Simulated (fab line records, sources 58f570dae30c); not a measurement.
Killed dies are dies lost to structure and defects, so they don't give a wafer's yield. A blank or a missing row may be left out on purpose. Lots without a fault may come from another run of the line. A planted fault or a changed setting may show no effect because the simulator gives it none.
Problem report in the 8D (eight disciplines) form, filled by code | flow berkeley_cmos170 | the parts of the form that need people (team, actions taken, sign-off) are left out

1. THE PROBLEM
PFIELD_TW at UCB170_PFIELD_TW_MEAS_09 reads a mean of 632.5 on 6 wafers of 2 lots; wafers without a fault read 604.0 with a standard deviation of 2.7. That is +11 standard deviations from the usual mean.
First seen on wafer L632.1, day 6 08:49, on film_metro-03. The record holds 42 wafers of 14 lots with a number at this step. Rule for "out", or "out of limits": more than 4 standard deviations from the usual mean. The other wafers with a number count as sound.

2. WHAT IT IS AND WHAT IT IS NOT
question                    | is                           | is not
which readings at this step | PFIELD_TW                    | -
which lots                  | L632, L633                   | L622, L623, L624, L626, L627, L636, L637, L638, L639, L641, L643, L645
which wafers of those lots  | all that have a number       | -
read on which gauges        | film_metro-02, film_metro-03 | film_metro-01
when                        | from day 6 08:49             | up to then (15 sound wafers); but 21 sound wafers of L636, L637, L638, L639, L641, L643, L645 came after

3. SUSPECTS, AND WHAT RULES EACH OUT
Counting: a tool at a process step up to the reading stays a suspect if it ran every lot that is out and no sound lot after the first of them.
- the gauge at UCB170_PFIELD_TW_MEAS_09: ruled out. The wafers that are out were read on 2 gauges (film_metro-02, film_metro-03).
- implanter-01 at UCB170_PFIELD_IMPLANT_07: kept. It ran every lot that is out, first L632 (day 6 08:34), and no sound lot after that; its last sound lot up to then is L626 (day 5 16:07). Its own readings are out on those wafers: dose_ions_cm2, faraday_current_uA.
Left after counting: implanter-01 at UCB170_PFIELD_IMPLANT_07.

4. THE CAUSE (what the simulator had put in)
Process parameter drift: implanter-01, from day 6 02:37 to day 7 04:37, at UCB170_PFIELD_IMPLANT_07. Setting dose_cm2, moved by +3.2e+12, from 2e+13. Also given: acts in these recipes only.
Counting left only this tool.

5. THE CHAIN OF EFFECTS, in route order
Each row: a reading whose mean over the struck wafers that have a number lies more than 3 standard deviations from the usual. Only readings for which the record gives a usual standard deviation are gone through. hours: the time from each lot's start at the first step in this table that gives one to its start at this step, as a median over the lots. sigmas: the change in usual standard deviations.
hours | step                     | reading            | usual      | on struck wafers | change      | sigmas
0     | UCB170_PFIELD_IMPLANT_07 | dose_ions_cm2      | 2.0001e+13 | 2.3193e+13       | +3.1918e+12 | +99 or more
0     | UCB170_PFIELD_IMPLANT_07 | faraday_current_uA | 63.3       | 73.3             | +10.0       | +7.7
0     | UCB170_PFIELD_TW_MEAS_09 | PFIELD_TW          | 604.0      | 632.5            | +28.5       | +11
The process steps in it:
- UCB170_PFIELD_IMPLANT_07
Later measuring or inspecting steps at which every struck wafer that the step has a row for has a number for every such reading, and none has moved that far: UCB170_SACOX_THK_MEAS_02.

6. WHAT WOULD HAVE CAUGHT IT SOONER
In this record the first reading out of limits at a measuring or inspecting step was taken at day 6 08:49, 6 hours after the fault began at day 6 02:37.
The tool's own readings at UCB170_PFIELD_IMPLANT_07 were out on every struck wafer that the step has a row for (dose_ions_cm2, faraday_current_uA): an alarm limit on them would have fired on the first of those.
Of the lots that are out (2), L633 began UCB170_PFIELD_IMPLANT_07 on implanter-01 after day 6 08:49. A hold on the tool at that time would have spared it.
